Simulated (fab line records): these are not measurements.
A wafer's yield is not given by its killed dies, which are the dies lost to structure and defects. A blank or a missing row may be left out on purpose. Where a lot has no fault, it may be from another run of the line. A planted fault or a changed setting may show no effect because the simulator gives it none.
2 desks looking at one fault | flow berkeley-cmos170 | numbers are kept per desk, each desk with only its own; the story behind them comes last

== THE METROLOGY DESK ==
Means of the sampled wafers that have a number, per lot and without regard to the tool the lot ran on: this is what the gauges read. The brackets show how far a lot's mean lies from the usual mean; more than 4 standard deviations puts the lot out of limits, marked OUT.
Columns: A = M1_AL_RS at UCB170_M1_RS_MEAS_01, usual 0.0483 ohm/sq; B = M1_AL_THK at UCB170_M1_THK_MEAS_02, usual 611 nm; C = V2_BOW at UCB170_V2_BOW_MEAS_03, usual 36 um
lot  | first seen here | A      | B   | C
L540 | day 8 10:28     | 0.0484 | 610 | 45
L541 | day 8 10:35     | 0.0487 | 606 | 35
L543 | day 9 03:33     | 0.0484 | 614 | 29
L544 | day 10 00:55    | 0.0482 | 605 | 46
L546 | day 10 02:02    | 0.0488 | 604 | 44
L545 | day 10 02:08    | 0.0481 | 612 | 37
L550 | day 10 02:11    | 0.0475 | 616 | 33
L548 | day 10 02:21    | 0.0494 | 598 | 32
L552 | day 11 22:26    | 0.0487 | 609 | 36
L553 | day 11 22:43    | 0.0477 | 622 | 29
L559 | day 13 00:56    | 0.0489 | 605 | 33
L558 | day 13 01:24    | 0.0489 | 605 | 33
L557 | day 13 01:35    | 0.0490 | 607 | 35
L561 | day 13 08:32    | 0.0481 | 616 | 34
This desk's finding: nothing out of limits on any of the 14 lots.

== FOR THE TOOL OWNER'S DESK: litho-track-01 ==
The tool's own readings at UCB170_M3_COAT_09, given as means over the sampled wafers that have a number, one for each lot that went through this tool. The brackets show how far a lot's mean lies from the usual mean; more than 4 standard deviations puts the lot out of limits, marked OUT.
Columns: A = spin-speed-rpm at UCB170_M3_COAT_09, usual 3000.4 rpm
lot  | first seen here | A
L540 | day 8 23:07     | 2998.2
L544 | day 10 12:50    | 3000.2
L545 | day 10 15:41    | 2998.4
L548 | day 10 16:58    | 3001.5
L552 | day 12 15:41    | 2954.3 (-23) OUT
L553 | day 12 18:32    | 2952.6 (-24) OUT
Finding of this desk: L552, L553 out of limits; the first was L552 at day 12 15:41, on spin-speed-rpm at UCB170_M3_COAT_09. L540, L544, L545, L548 stayed within limits.

== PUT TOGETHER ==
At day 12 15:41, on L552, L553, the tool owner's desk was in a position to raise an alarm.
The metrology desk saw nothing out of limits.
The metrology desk has L552, L553 on record, within its limits.
Every lot named ran UCB170_M3_COAT_09 on litho-track-01.

== WHAT THE SIMULATOR HAD INSERTED ==
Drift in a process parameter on litho-track-01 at UCB170_M3_COAT_09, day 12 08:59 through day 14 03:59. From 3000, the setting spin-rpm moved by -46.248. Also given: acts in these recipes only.
Lots struck among those shown: L552, L553.
Delay in hours, fault start to first out-of-limits reading, by desk: the tool owner's desk at 7.
